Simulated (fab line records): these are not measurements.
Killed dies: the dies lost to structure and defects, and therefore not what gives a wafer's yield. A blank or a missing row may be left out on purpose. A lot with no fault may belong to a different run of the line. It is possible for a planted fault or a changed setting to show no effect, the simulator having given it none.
A struck lot beside a sound one	flow berkeley-cmos170	15 out of 331 route steps
Sound: these wafers, L149.1, L149.2, L149.4. Struck: wafer L158.3. (L158.4, L158.6 of the same lot were not struck and are left out.) The cause comes at the end.
Order at every step that has rows: each side's tool, ch and its chambers, its first start. Under that, the readings that differ: sound wafers	struck wafers	difference of the means	sigmas: that difference in standard deviations of wafers without a fault.
alike: readings with means less than 2 such deviations apart, plus words and numbers identical on both sides. not compared: withheld readings, readings lacking a value on some wafer, bounds such as >300 that could conceal the same value, and numbers that have no deviation in the record and whose values overlap.
A row with sigmas, a row that says differs or no value, or rows on one side alone: a step with any of these is where the two part. Numbers that don't overlap but have no deviation are shown without sigmas and don't part them. A reading that every wafer of one side lacks parts them only if that side has two wafers or more.

UCB170_GATE_CD_MEAS_90 targets a cd of 350 nm.
  sound: cd-sem-02 at day 7 22:48; struck: cd-sem-02 at day 9 01:05
reading	sound	struck	difference	sigmas
cd-nm (nm)	350.8 351.8 350.8	348.0	-3.1	-2
then, 7 steps without rows for these wafers: UCB170_GATE_CLEAN_17 (cleans in SPM, time 600 s); UCB170_PLDD_HMDS_00 (prime time 60 s); UCB170_PLDD_COAT_01 (resist thk 900 nm); UCB170_PLDD_SOFTBAKE_02 (time 60 s); UCB170_PLDD_EXPOSE_03 (exposes mask PSELECT, target cd 1200 nm); UCB170_PLDD_PEB_04; UCB170_PLDD_DEVELOP_05 (develop time 45 s).
UCB170_PLDD_CD_MEAS_06 targets a cd of 1200 nm.
  sound: cd-sem-01 at day 8 00:19; struck: cd-sem-02 at day 9 05:05
reading	sound	struck	difference	sigmas
cd-nm (nm)	1198.6 1197.1 1198.1	1201.0	+3.1	+2
UCB170_PLDD_OVL_MEAS_07:
  sound: overlay-02 at day 8 00:26; struck: overlay-02 at day 9 05:11
  alike: PLDD_OVL
then, 2 steps without rows for these wafers: UCB170_PLDD_IMPLANT_08; UCB170_PLDD_IMPLANT_09.
UCB170_PLDD_STRIP_10: strips in O2.
  sound on plasma-asher-01 ch 0,1, day 8 00:46; struck on plasma-asher-01 ch 0, day 9 05:32
reading	sound	struck	difference	sigmas
oes-product-au (a.u.)	0.729 0.736 0.736	0.656	-0.078	-17
overash-fraction	0.5 0.5 0.5	0.8	+0.3	
  alike: drypump-motor-current-A, o2-flow-sccm, strip-time-to-endpoint-s
  not compared: rf-hours-counter-h
UCB170_PLDD_TW_MEAS_11:
  sound: film-metro-02 at day 8 00:52; struck: film-metro-03 at day 9 05:38
  alike: PLDD_TW
UCB170_M3_PROBE_99:
  the record holds rows for the sound wafers here (prober-01, day 9 19:02) but none for the struck ones

WHERE THEY PART
At UCB170_GATE_CD_MEAS_90 first; at UCB170_M3_PROBE_99 last (within this record only).

WHY: whatever the simulator had introduced
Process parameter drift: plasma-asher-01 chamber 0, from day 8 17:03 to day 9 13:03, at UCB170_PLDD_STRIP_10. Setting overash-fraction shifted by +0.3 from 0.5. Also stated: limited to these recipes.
